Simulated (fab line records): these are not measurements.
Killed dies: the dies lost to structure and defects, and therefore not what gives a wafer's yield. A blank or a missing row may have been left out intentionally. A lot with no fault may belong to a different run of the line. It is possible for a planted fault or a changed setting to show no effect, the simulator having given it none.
Split-lot experiment    flow rit_cmos    5 lots, 23 wafers read, on a route of 202 steps

## ON THE SPLIT
At RIT_NRETRO_COAT_01 (resist thk 1300 nm), the setting spin_rpm was moved away from the recipe's 2000 rpm on 5 of the 23 wafers read, by +4.0% to +4.8%. All remaining wafers had this setting at the recipe value.

## FROM THE SPLIT TO THE READING: what the file shows between them, 3 steps
- RIT_NRETRO_SOFTBAKE_02: time 60 s
- RIT_NRETRO_EXPOSE_03: exposes mask M4, target cd 43900 nm
- RIT_NRETRO_DEVELOP_05: develop time 68 s

## THE READING
NOVOLAK_of_NRETRO_COAT_01.thk_nm (the simulator's own value, which no gauge read), in nm, at RIT_NRETRO_HARDBAKE_07 (time 120 s). The file does not state a usual value for it. Across the 18 wafers here that went through the recipe, the average is 1138 nm and the standard deviation 2.8 nm.

wafer   tool, chamber at the split  spin_rpm as run, rpm  against the recipe  NOVOLAK_of_NRETRO_COAT_01.thk_nm, nm  against lot-mates on the recipe
L075.1  litho_track-02, 0           2000                  recipe              1138                                  -
L075.2  litho_track-02, 0           2000                  recipe              1136                                  -
L075.3  litho_track-02, 0           2000                  recipe              1134                                  -
L077.1  litho_track-01, 0           2000                  recipe              1138                                  -
L077.3  litho_track-01, 0           2000                  recipe              1138                                  -
L077.4  litho_track-01, 0           2000                  recipe              1135                                  -
L077.5  litho_track-01, 0           2000                  recipe              1135                                  -
L077.6  litho_track-01, 0           2000                  recipe              1137                                  -
L078.2  litho_track-01, 0           2000                  recipe              1138                                  -
L078.3  litho_track-01, 0           2000                  recipe              1138                                  -
L078.4  litho_track-01, 0           2000                  recipe              1139                                  -
L078.5  litho_track-01, 0           2000                  recipe              1136                                  -
L078.6  litho_track-01, 0           2000                  recipe              1137                                  -
L080.1  litho_track-01, 0           2079                  +4.0%               1117                                  -26
L080.4  litho_track-01, 0           2079                  +4.0%               1117                                  -26
L080.2  litho_track-01, 0           2000                  recipe              1143                                  -
L080.3  litho_track-01, 0           2000                  recipe              1145                                  -
L080.6  litho_track-01, 0           2000                  recipe              1140                                  -
L084.1  litho_track-02, 0           2096                  +4.8%               1109                                  -26
L084.3  litho_track-02, 0           2096                  +4.8%               1109                                  -26
L084.4  litho_track-02, 0           2096                  +4.8%               1106                                  -30
L084.5  litho_track-02, 0           2000                  recipe              1134                                  -
L084.6  litho_track-02, 0           2000                  recipe              1137                                  -

THE FIT
A straight line over all 23 wafers: NOVOLAK_of_NRETRO_COAT_01.thk_nm changes by -5.9 nm for each +1% of spin_rpm; r = -0.97; the points scatter about the line by 2.8 nm.
The same after taking each lot's own level away (the mean of its wafers on the recipe; 23 wafers): -5.96 nm for each +1%; r = -0.99; scatter 1.7 nm.
The reading moves by 29 nm for the largest change in spin_rpm, on that fit.
Measured against the standard deviation above, the lots' own levels, which go from 1135.5 to 1142.7 nm, span 2.6 times it.
Hence the lot-to-lot level has little effect on the slope; both slopes agree.
Check: -29.3 nm against its lot-mates is what the line predicts for one of the wafers moved furthest among these (+4.8%) when that wafer is left out of the fit. Against them it came out at -26.5 nm.

## ADDITIONAL SPLITS CARRIED BY THESE WAFERS
Other splits were also applied to these wafers ahead of the reading. Each is held against what the fit with the lots' levels taken away leaves over:
other split on the same wafers     wafers away from the commonest value  r with NOVOLAK_of_NRETRO_COAT_01.thk_nm (lot level and that fit taken away)
RIT_ACTIVE_OXIDATION_01 ox_time_s  18                                    +0.09
RIT_ACTIVE_COAT_06 spin_rpm        4                                     +0.21
RIT_ACTIVE_ETCH_13 pressure_mtorr  15                                    +0.04
RIT_FOX2_OXIDATION_00 ox_time_s    15                                    +0.06
RIT_NWELL_SOFTBAKE_02 temp_c       11                                    +0.24
RIT_PWELL_COAT_01 resist_thk_nm    9                                     -0.35
RIT_PWELL_IMPLANT_08 dose_cm2      6                                     -0.22

## THE WHOLE CHAIN: every reading that the file lists as answering this split, in the file's order
step                    what it does        reading                                                                            change (the file's fit)               r (the file's)
RIT_NRETRO_COAT_01      resist thk 1300 nm  NOVOLAK_of_NRETRO_COAT_01.thk_nm (the simulator's own value, which no gauge read)  -6.96 nm for each +1% of the setting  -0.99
RIT_NRETRO_HARDBAKE_07  time 120 s          NOVOLAK_of_NRETRO_COAT_01.thk_nm (the simulator's own value, which no gauge read)  -6 nm for each +1% of the setting     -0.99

## THE FILE'S OWN FIT
NOVOLAK_of_NRETRO_COAT_01.thk_nm changes by -6 nm for each +1% of spin_rpm, r = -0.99.
